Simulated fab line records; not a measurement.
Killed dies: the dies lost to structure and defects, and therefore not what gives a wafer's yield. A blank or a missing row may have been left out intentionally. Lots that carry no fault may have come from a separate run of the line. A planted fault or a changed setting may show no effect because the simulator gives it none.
Which tool was responsible? + flow berkeleyCmos170 + at 1 step of a route of 331, 6 lots with 18 wafers sampled

WHAT THE GAUGES READ, wafer by wafer
UCB170_NWELL_THK_MEAS_02.
| lot  | measured    | on           | NWELL_OXIDE_THK (nm) |
|------|-------------|--------------|----------------------|
| L973 | day 2 06:35 | filmMetro-04 | 27.0 26.7 27.2       |
| L976 | day 2 20:29 | filmMetro-04 | 26.9 27.1 27.2       |
| L977 | day 3 06:13 | filmMetro-04 | 26.7 26.3 27.0       |
| L986 | day 4 23:24 | filmMetro-04 | 26.3 26.6 26.0       |
| L988 | day 5 14:54 | filmMetro-04 | 25.9 26.3 26.1       |
| L991 | day 5 20:26 | filmMetro-04 | 27.0 27.0 26.9       |

WHICH TOOL RAN EACH LOT (tool, then ch and the chambers of the sampled wafers, then the start)
The record holds no process step before these readings.

THE ANSWER, worked out from the rows above alone
Rule: the lots themselves supply what counts as usual. The widest of any qualifying gaps counts: lots, ordered by their means at a reading, are off when they make up no more than a third of the lots, leave a main group of 4 or more, and stand apart from it by 3 or more times the standard deviation of that group's means. A main group is skipped when, at the precision printed for the reading in the tables above, its means are all equal. A lot without any number at a reading at which 4 lots or more have one is off too. Where the step has rows for the other lots, those lots are counted as sound.
No lot is off on any of the readings shown, so nothing can be concluded from this.

WHAT HAD BEEN PUT IN BY THE SIMULATOR
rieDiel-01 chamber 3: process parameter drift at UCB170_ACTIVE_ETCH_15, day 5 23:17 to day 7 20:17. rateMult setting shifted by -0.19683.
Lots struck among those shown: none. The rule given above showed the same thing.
